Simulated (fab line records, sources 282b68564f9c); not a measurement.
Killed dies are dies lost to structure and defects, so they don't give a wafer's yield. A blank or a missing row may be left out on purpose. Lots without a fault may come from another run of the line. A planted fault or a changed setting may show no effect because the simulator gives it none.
fab line records | flow rit_cmos
record lots=13 wafers=39 last_day=7
route steps=202 shown GATE@93 PSD@151 SILICIDE@165 M1@197
lots that met no fault: from a run of the same line without faults
start_h: hours from the record's first day to the start of the lot's first wafer shown | wait_h: hours since the lot's step before | " the same as in the row above | L1.1+2: a row that stands for several wafers | - no value, or no start given | * or withheld: withheld | < > ~ a bound
route shown NAME@n: a module of which the file shows steps, and the number in the route of the first | usual: mean/standard deviation of fault-free wafers | same: alike in all rows | chamber/n: place in a boat | sites: the reading at each site | _std_site: their standard deviation | _edge_site: outer sites' mean less inner sites' | radius_mm: how far each site lies from the wafer's centre | mask NAME#n: copy n | behind: the tool/chamber that last shaped the wafer | hold: why the lot was held/for how many hours/how that ended | device: the transistor (n, p or np) that didn't switch | end of line: the same wafers' tests at the end of the route | a step without rows: its recipe alone | killed: dies lost to structure and defects at the first sort, not the wafer's yield | map: a wafer's dies, x killed, . not, _ none there
set.NAME: the setting as run; set.NAME@STEP: as run at that earlier step | model.NAME: the simulator's own value behind a step, which no gauge read
steps of the route over a sample of lots; a table a step, a row a wafer
services: from which hour (start_h, from the record's first day; less than 0 if before it) a tool's chamber was out of use, for how many hours, and why
## steps
# step RIT_GATE_OVL_MEAS_17
# usual GATE_OVL=0.3/1.6
# columns lot.wafer tool chamber start_h wait_h GATE_OVL[nm]
L227.1 overlay-02 - 40.18 0.1 -1.9
L227.3 " - " " -1.9
L227.6 " - " " 1.4
L228.2 overlay-02 - 45.84 0.1 1.7
L228.5 " - " " 1.4
L228.6 " - " " 0.9
L230.1 overlay-01 - 60.16 0.1 1.8
L230.3 " - " " 1.8
L230.6 " - " " 4.1
L232.1 overlay-02 - 69.13 0.1 -0.7
L232.4 " - " " -0.8
L232.5 " - " " 1.2
L233.2 overlay-01 - 71.93 0.1 -0.8
L233.4 " - " " -1.0
L233.6 " - " " -2.6
L235.3 overlay-02 - 82.66 0.1 -1.1
L235.4 " - " " -0.1
L235.6 " - " " -1.3
L236.1 overlay-02 - 86.47 0.1 -2.7
L236.3 " - " " -1.7
L236.4 " - " " -1.9
L239.1 overlay-02 - 101.19 0.1 -1.9
L239.4 " - " " -1.8
L239.5 " - " " -2.4
L241.3 overlay-01 - 107.66 0.1 -0.3
L241.5 " - " " -1.4
L241.6 " - " " -0.7
L247.1 overlay-01 - 141.34 0.1 -2.3
L247.3 " - " " 0.8
L247.5 " - " " -2.5
L248.1 overlay-02 - 146.55 0.1 1.7
L248.4 " - " " 3.1
L248.5 " - " " 3.5
L249.1 overlay-02 - 154.72 0.1 0.1
L249.3 " - " " 2.0
L249.5 " - " " 0.4
L250.1 overlay-01 - 156.38 0.1 0.1
L250.4 " - " " 1.0
L250.5 " - " " 1.0
# step RIT_PSD_STRIP_09
# recipe chemistry=O2 time_s=180 resist=NOVOLAK platen_temp_c=withheld power_w=500 pressure_mtorr=4000 o2_flow_sccm=4000
# usual drypump_motor_current_A=5.59/0.28
# columns lot.wafer tool chamber start_h wait_h drypump_motor_current_A rf_hours_counter_h
L227.1 plasma_asher-02 0 55.73 0.1 5.47 41
L227.3 " 0 " " 5.51 -
L227.6 " 1 " " 5.81 -
L228.2 plasma_asher-02 1 61.12 0.1 5.78 42
L228.5 " 1 " " 5.80 -
L228.6 " 0 " " 5.48 -
L230.1 plasma_asher-03 1 73.38 0.1 5.17 42
L230.3 " 1 " " 5.19 -
L230.6 " 1 " " 5.15 -
L232.1 plasma_asher-03 1 81.04 0.1 5.18 43
L232.4 " 0 " " 5.57 -
L232.5 " 1 " " 5.16 -
L233.2 plasma_asher-03 0 83.50 0.1 5.51 43
L233.4 " 1 " " 5.15 -
L233.6 " 0 " " 5.53 -
L235.3 plasma_asher-02 1 94.81 0.1 5.80 -
L235.4 " 0 " " 5.50 -
L235.6 " 0 " " 5.52 -
L236.1 plasma_asher-02 0 99.40 0.1 5.51 47
L236.3 " 1 " " 5.81 -
L236.4 " 0 " " 5.48 -
L239.1 plasma_asher-02 1 113.37 0.1 5.81 48
L239.4 " 1 " " 5.80 -
L239.5 " 0 " " 5.49 -
L241.3 plasma_asher-03 1 119.64 0.1 5.19 -
L241.5 " 0 " " 5.54 -
L241.6 " 1 " " 5.16 -
L247.1 plasma_asher-03 0 154.84 0.1 5.56 3
L247.3 " 0 " " 5.54 -
L247.5 " 1 " " 5.13 -
L248.1 plasma_asher-03 0 160.16 0.1 5.54 4
L248.4 " 1 " " 5.22 -
L248.5 " 0 " " 5.55 -
L249.1 plasma_asher-01 0 166.87 0.1 6.25 54
L249.3 " 0 " " 6.22 -
L249.5 " 0 " " 6.27 -
L250.1 plasma_asher-02 0 169.20 0.1 5.51 54
L250.4 " 1 " " 5.80 -
L250.5 " 0 " " 5.53 -
# step RIT_SILICIDE_RTA_04
# recipe temp_c=650 time_s=10 idle_temp_c=25 ramp_up_s=5 ramp_down_s=5 cool_to_c=25 ambient=N2
# usual wafer_temp_C_max=654.1/1.1
# columns lot.wafer tool chamber start_h wait_h wafer_temp_C_max
L227.1 rtp_anneal-02 0 57.21 0.1 655.1
L227.3 " 0 " " 654.5
L227.6 " 0 " " 656.9
L228.2 rtp_anneal-01 0 62.61 0.1 653.3
L228.5 " 0 " " 653.0
L228.6 " 0 " " 653.0
L230.1 rtp_anneal-01 0 74.89 0.1 653.0
L230.3 " 0 " " 653.9
L230.6 " 0 " " 652.8
L232.1 rtp_anneal-01 0 82.57 0.1 652.9
L232.4 " 0 " " 652.3
L232.5 " 0 " " 653.4
L233.2 rtp_anneal-02 0 85.20 0.1 654.3
L233.4 " 0 " " 653.9
L233.6 " 0 " " 654.3
L235.3 rtp_anneal-02 0 96.28 0.1 654.5
L235.4 " 0 " " 656.1
L235.6 " 0 " " 655.4
L236.1 rtp_anneal-01 0 101.24 0.1 652.5
L236.3 " 0 " " 652.5
L236.4 " 0 " " 652.8
L239.1 rtp_anneal-02 0 114.85 0.1 654.8
L239.4 " 0 " " 654.8
L239.5 " 0 " " 653.8
L241.3 rtp_anneal-02 0 121.09 0.1 654.4
L241.5 " 0 " " 654.3
L241.6 " 0 " " 655.1
L247.1 rtp_anneal-02 0 156.37 0.1 656.2
L247.3 " 0 " " 655.1
L247.5 " 0 " " 654.3
L248.1 rtp_anneal-01 0 161.66 0.1 652.9
L248.4 " 0 " " 653.8
L248.5 " 0 " " 653.0
L249.1 rtp_anneal-02 0 168.35 0.1 653.7
L249.3 " 0 " " 653.2
L249.5 " 0 " " 653.9
L250.1 rtp_anneal-01 0 170.70 0.1 653.7
L250.4 " 0 " " 654.0
L250.5 " 0 " " 653.2
# step RIT_M1_STRIP_13
# recipe chemistry=nmp resist=NOVOLAK temp_c=80 time_s=600 dry=n2_spin
# usual bath_guard_temp_C=80.0/0.59
# columns lot.wafer tool chamber start_h wait_h bath_guard_temp_C
L227.1 wet_bench-03 2 61.82 0.1 80.2
L227.3 " 2 " " 80.4
L227.6 " 2 " " 80.7
L228.2 wet_bench-03 3 67.16 0.1 80.6
L228.5 " 3 " " 80.5
L228.6 " 3 " " 80.3
L230.1 wet_bench-03 1 79.51 0.1 80.7
L230.3 " 1 " " 80.8
L230.6 " 1 " " 81.0
L232.1 wet_bench-01 2 87.79 0.3 79.6
L232.4 " 2 " " 79.7
L232.5 " 2 " " 79.7
L233.2 wet_bench-04 2 89.90 0.1 80.0
L233.4 " 2 " " 80.0
L233.6 " 2 " " 80.0
L235.3 wet_bench-04 0 100.83 0.1 79.2
L235.4 " 0 " " 79.8
L235.6 " 0 " " 79.5
L236.1 wet_bench-01 0 105.83 0.1 79.2
L236.3 " 0 " " 79.2
L236.4 " 0 " " 79.5
L239.1 wet_bench-03 0 119.27 0.1 78.6
L239.4 " 0 " " 78.9
L239.5 " 0 " " 78.7
L241.3 wet_bench-03 1 125.74 0.1 80.6
L241.5 " 1 " " 80.6
L241.6 " 1 " " 80.9
L247.1 wet_bench-01 1 160.90 0.1 79.3
L247.3 " 1 " " 79.6
L247.5 " 1 " " 79.5
L248.1 wet_bench-03 2 166.31 0.1 80.3
L248.4 " 2 " " 80.6
L248.5 " 2 " " 80.5
L249.1 wet_bench-03 3 173.28 0.1 80.3
L249.3 " 3 " " 80.2
L249.5 " 3 " " 80.4
L250.1 wet_bench-04 3 175.33 0.1 80.0
L250.4 " 3 " " 79.7
L250.5 " 3 " " 79.9
# step RIT_M1_PROBE_99
# usual killed_at_M0_to_M3=0.0/0.083 killed_at_contacts=0.0/0.22 killed_at_front_end=7/3 killed_dies=7/3.1 killed_on_rim=1.8/1.4 killed_open=3.4/2.1 killed_short=3.4/2
# same gross_dies=264 killed_at_M4_up=0 killed_at_back_side=0 killed_at_other=0
# columns lot.wafer tool chamber start_h wait_h killed_at_M0_to_M3 killed_at_contacts killed_at_front_end killed_dies killed_on_rim killed_open killed_short
L228.2 prober-02 - 69.30 0.1 0 1 4 5 0 3 2
L228.5 prober-02 - 69.45 0.2 0 0 6 6 0 3 3
L228.6 prober-02 - 69.50 0.2 0 0 5 5 2 4 1
L233.2 prober-01 - 92.06 0.1 0 0 11 11 4 7 4
L233.4 prober-01 - 92.16 0.2 0 0 8 8 4 4 4
L233.6 prober-01 - 92.26 0.2 0 0 8 8 5 5 3
L235.3 prober-01 - 103.19 0.2 0 0 3 3 1 2 1
L235.4 prober-01 - 103.24 0.2 0 0 5 5 1 4 1
L235.6 prober-01 - 103.34 0.2 0 0 7 7 2 4 3
L236.1 prober-02 - 108.09 0.1 0 0 6 6 2 3 3
L236.3 prober-02 - 108.19 0.2 0 0 6 6 3 2 4
L236.4 prober-02 - 108.24 0.2 0 0 13 13 2 5 8
L241.3 prober-01 - 127.93 0.2 39 0 225 264 70 3 4
L241.5 prober-01 - 128.03 0.2 35 0 229 264 70 2 1
L241.6 prober-01 - 128.08 0.2 35 1 228 264 70 8 2
L249.1 prober-01 - 175.37 0.1 0 0 3 3 1 1 2
L249.3 prober-01 - 175.47 0.2 0 0 2 2 1 0 2
L249.5 prober-01 - 175.57 0.2 0 0 8 8 2 1 7
# killed by level:class
L228.2 FOX1:geometric_particle:short=1 GATE:geometric_particle:open=1 GATE:geometric_particle:short=1 REOX:geometric_particle:open=1 CONTACT:geometric_particle:open=1
L228.5 FOX1:geometric_particle:short=2 GATE:geometric_particle:open=2 SPACER:geometric_particle:open=1 SILICIDE:geometric_particle:short=1
L228.6 GATE:geometric_particle:open=2 SILICIDE:geometric_particle:open=2 REOX:geometric_particle:short=1
L233.2 FOX1:geometric_particle:open=3 GATE:geometric_particle:open=3 SPACER:geometric_particle:short=2 GATE:geometric_particle:short=1 REOX:geometric_particle:short=1 SPACER:geometric_particle:open=1
L233.4 FOX1:geometric_particle:short=2 GATE:geometric_particle:short=2 FOX1:geometric_particle:open=1 FOX2:geometric_particle:open=1 GATE:geometric_particle:open=1 SILICIDE:geometric_particle:open=1
L233.6 GATE:geometric_particle:open=2 REOX:geometric_particle:short=2 FOX1:geometric_particle:open=1 GATE:geometric_particle:short=1 SPACER:geometric_particle:open=1 SILICIDE:geometric_particle:open=1
L235.3 FOX1:geometric_particle:open=1 GATE:geometric_particle:short=1 SILICIDE:geometric_particle:open=1
L235.4 FOX2:geometric_particle:open=1 GATE:geometric_particle:short=1 GATE:geometric_particle:open=1 REOX:geometric_particle:open=1 SPACER:geometric_particle:open=1
L235.6 GATE:geometric_particle:short=3 GATE:geometric_particle:open=2 FOX1:geometric_particle:open=1 SILICIDE:geometric_particle:open=1
L236.1 GATE:geometric_particle:open=3 FOX1:geometric_particle:short=1 GATE:geometric_particle:short=1 SILICIDE:geometric_particle:short=1
L236.3 GATE:geometric_particle:short=3 FOX1:geometric_particle:open=1 GATE:geometric_particle:open=1 SILICIDE:geometric_particle:short=1
L236.4 GATE:geometric_particle:short=5 FOX1:geometric_particle:open=2 GATE:geometric_particle:open=2 FOX2:geometric_particle:short=1 REOX:geometric_particle:short=1 SILICIDE:geometric_particle:open=1 SILICIDE:geometric_particle:short=1
L241.3 NWELL:area_expose=218 M1:unspecified=39 GATE:geometric_particle:open=2 GATE:geometric_particle:short=2 FOX2:geometric_particle:short=1 REOX:geometric_particle:open=1 SILICIDE:geometric_particle:short=1
L241.5 NWELL:area_expose=226 M1:unspecified=35 GATE:geometric_particle:open=2 REOX:geometric_particle:short=1
L241.6 NWELL:area_expose=219 M1:unspecified=35 GATE:geometric_particle:open=3 SPACER:geometric_particle:open=2 REOX:geometric_particle:open=2 FOX2:geometric_particle:open=1 SPACER:geometric_particle:short=1 CONTACT:geometric_particle:short=1
L249.1 FOX1:geometric_particle:short=1 FOX1:geometric_particle:open=1 GATE:geometric_particle:short=1
L249.3 FOX1:geometric_particle:short=1 GATE:geometric_particle:short=1
L249.5 GATE:geometric_particle:short=3 FOX1:geometric_particle:short=2 SPACER:geometric_particle:short=2 FOX1:geometric_particle:open=1
## services
# columns tool chamber start_h hours kind
plasma_asher-03 - 108.75 9.0 pm
plasma_asher-03 0 108.75 9.0 vent_cycle
plasma_asher-03 1 108.75 9.0 vent_cycle
plasma_asher-03 0 117.75 - clean
plasma_asher-03 1 117.75 - clean
plasma_asher-02 - 128.20 0.5 repair
plasma_asher-03 - 138.30 0.8 repair
plasma_asher-03 - 142.61 4.9 repair
plasma_asher-02 - 154.47 3.4 repair
plasma_asher-02 - 166.13 0.9 repair
## key
first_sign step=RIT_M1_PROBE_99 reading=killed_at_M0_to_M3 direction=up sigmas=36 usual=0.0 struck=36.3
effect none on later readings
met_at RIT_M1_STRIP_13
struck_lots L241
struck_wafers L241.3,L241.5,L241.6
tester_left_out L241
not_acting_at RIT_GATE_OVL_MEAS_17,RIT_PSD_STRIP_09,RIT_SILICIDE_RTA_04
onset_between 79.51 125.74
earlier_fault kind=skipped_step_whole tool=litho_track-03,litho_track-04 chamber=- onset_h=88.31 steps=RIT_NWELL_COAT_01 scope=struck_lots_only
fault kind=chamber_particle_source tool=wet_bench-03 chamber=1 onset_h=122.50 steps=RIT_M1_STRIP_13 rate_per_visit_cm2=1.6976
# tester_left_out: of these lots the tester's yield and bins aren't shown, on N5 and GAA mostly nor the transistor test; their killed dies are dies lost to structure and defects alone, not to doping, threshold or leakage, so they don't give the yield
